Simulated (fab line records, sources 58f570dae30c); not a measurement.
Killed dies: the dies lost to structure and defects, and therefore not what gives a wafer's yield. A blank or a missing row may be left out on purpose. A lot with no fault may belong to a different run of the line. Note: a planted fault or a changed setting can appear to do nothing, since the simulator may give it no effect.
Check of tool commonality	flow berkeley_cmos170	Sampled: 15 lots, 45 wafers

REASON IT WAS OPENED
At UCB170_SPACER_THK_MEAS_01 the reading SPACER_TEOS_THK is flagged on 4 of 15 lots. No-fault wafers: 374 nm, standard deviation 5.1.
Rule: flag the lot when none of its wafers has a number, or when each of its wafers that has one lies beyond 4 standard deviations from that mean. The other lots count as sound.

lot	measured	on	SPACER_TEOS_THK (nm), wafer by wafer	flag
L691	day 6 07:45	film_metro-04	374 378 380	
L693	day 7 08:10	film_metro-04	358 364 372	
L694	day 7 08:44	film_metro-03	372 369 381	
L697	day 7 20:14	film_metro-04	378 375 384	
L695	day 7 20:32	film_metro-01	376 379 379	
L698	day 7 21:02	film_metro-03	368 387 371	
L699	day 8 02:51	film_metro-04	369 377 381	
L701	day 8 09:32	film_metro-04	329 325 324	FLAGGED
L702	day 9 05:20	film_metro-04	328 324 325	FLAGGED
L704	day 9 11:21	film_metro-04	328 324 328	FLAGGED
L708	day 10 03:38	film_metro-03	377 382 379	
L705	day 10 03:38	film_metro-04	331 333 336	FLAGGED
L709	day 10 10:40	film_metro-04	376 384 377	
L711	day 10 14:53	film_metro-03	373 381 380	
L713	day 11 10:49	film_metro-04	373 378 378	
The mean of the flagged lots' numbers is 328 nm, -46 nm from the usual (-9 standard deviations).

WHICH TOOL RAN EACH LOT
The record holds 2 process steps before the reading, out of a route of 331 steps. In each cell: the tool, then ch and the chambers that the sampled wafers went through, then the start.
lot	flag	UCB170_NVT_STRIP_08	UCB170_SPACER_CVD_00
L691		plasma_asher-01 ch 0,1, day 5 13:16	pecvd-04 ch 0,1,2, day 6 07:42
L693		plasma_asher-03 ch 0,1, day 6 09:14	pecvd-02 ch 0,1, day 7 08:07
L694		plasma_asher-01 ch 0,1, day 6 09:29	pecvd-03 ch 0,1,2, day 7 08:41
L697		plasma_asher-03 ch 1, day 7 01:53	pecvd-04 ch 1,2, day 7 20:11
L695		plasma_asher-03 ch 0,1, day 7 02:42	pecvd-02 ch 0,1,2, day 7 20:29
L698		plasma_asher-02 ch 0,1, day 7 02:10	pecvd-03 ch 0,1,2, day 7 21:00
L699		plasma_asher-01 ch 0, day 7 08:20	pecvd-02 ch 0,1,2, day 8 02:48
L701	FLAGGED	plasma_asher-01 ch 0,1, day 7 17:55	pecvd-02 ch 0,1,2, day 8 09:30
L702	FLAGGED	plasma_asher-03 ch 0,1, day 8 02:35	pecvd-02 ch 1,2, day 9 05:17
L704	FLAGGED	plasma_asher-03 ch 0,1, day 8 14:04	pecvd-02 ch 0,1,2, day 9 11:18
L708		plasma_asher-01 ch 0,1, day 8 22:10	pecvd-03 ch 0,1,2, day 10 03:34
L705	FLAGGED	plasma_asher-02 ch 0, day 8 22:14	pecvd-02 ch 1, day 10 03:34
L709		plasma_asher-02 ch 0,1, day 9 06:59	pecvd-03 ch 0,2, day 10 10:37
L711		plasma_asher-03 ch 0,1, day 9 17:30	pecvd-03 ch 1,2, day 10 14:50
L713		plasma_asher-03 ch 0,1, day 10 11:29	pecvd-03 ch 1,2, day 11 10:45
What the steps here do:
- UCB170_NVT_STRIP_08: strips in O2.
- UCB170_SPACER_CVD_00: deposits SiO2 from TEOS/O2, target thk 376 nm, time 47 s.
- UCB170_SPACER_THK_MEAS_01

FLAGGED AGAINST TOTAL, ONE TOOL AT A TIME (gauges that did the reading follow at the end)
step	tool	lots run	flagged	share of the flagged lots	sound lots run after its first flagged lot
UCB170_NVT_STRIP_08	plasma_asher-01	5	1	some	1 (L708)
UCB170_NVT_STRIP_08	plasma_asher-02	3	1	some	1 (L709)
UCB170_NVT_STRIP_08	plasma_asher-03	7	2	some	2 (L711,L713)
UCB170_SPACER_CVD_00	pecvd-02	7	4	all	0
UCB170_SPACER_CVD_00	pecvd-03	6	0	none	-
UCB170_SPACER_CVD_00	pecvd-04	2	0	none	-
UCB170_SPACER_THK_MEAS_01	film_metro-01	1	0	none	-
UCB170_SPACER_THK_MEAS_01	film_metro-03	4	0	none	-
UCB170_SPACER_THK_MEAS_01	film_metro-04	10	4	all	2 (L709,L713)

WHAT IS ALLOWED BY THE TABLE
Every flagged lot went through 2 rows of the table: pecvd-02 at UCB170_SPACER_CVD_00 and film_metro-04 at UCB170_SPACER_THK_MEAS_01.
- pecvd-02 at UCB170_SPACER_CVD_00: 4 of its 7 lots flagged. A fault beginning between L699 (day 8 02:48), its last sound lot, and L701 (day 8 09:30), its first flagged one, fits the data.
- film_metro-04 at UCB170_SPACER_THK_MEAS_01: 4 of its 10 lots flagged. Sound lots ran on it after the first flagged one (L709, L713), which a lasting fault on the whole tool wouldn't allow.
Left over: one tool, pecvd-02 at UCB170_SPACER_CVD_00.

WHAT THE SIMULATOR HAD PUT IN
Site profile drift: pecvd-02, from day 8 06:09 on, at UCB170_SPACER_CVD_00. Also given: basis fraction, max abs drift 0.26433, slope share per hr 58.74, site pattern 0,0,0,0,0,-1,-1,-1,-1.
Shown lots that were struck: L701, L702, L704, L705. This agrees with what the rule above found.
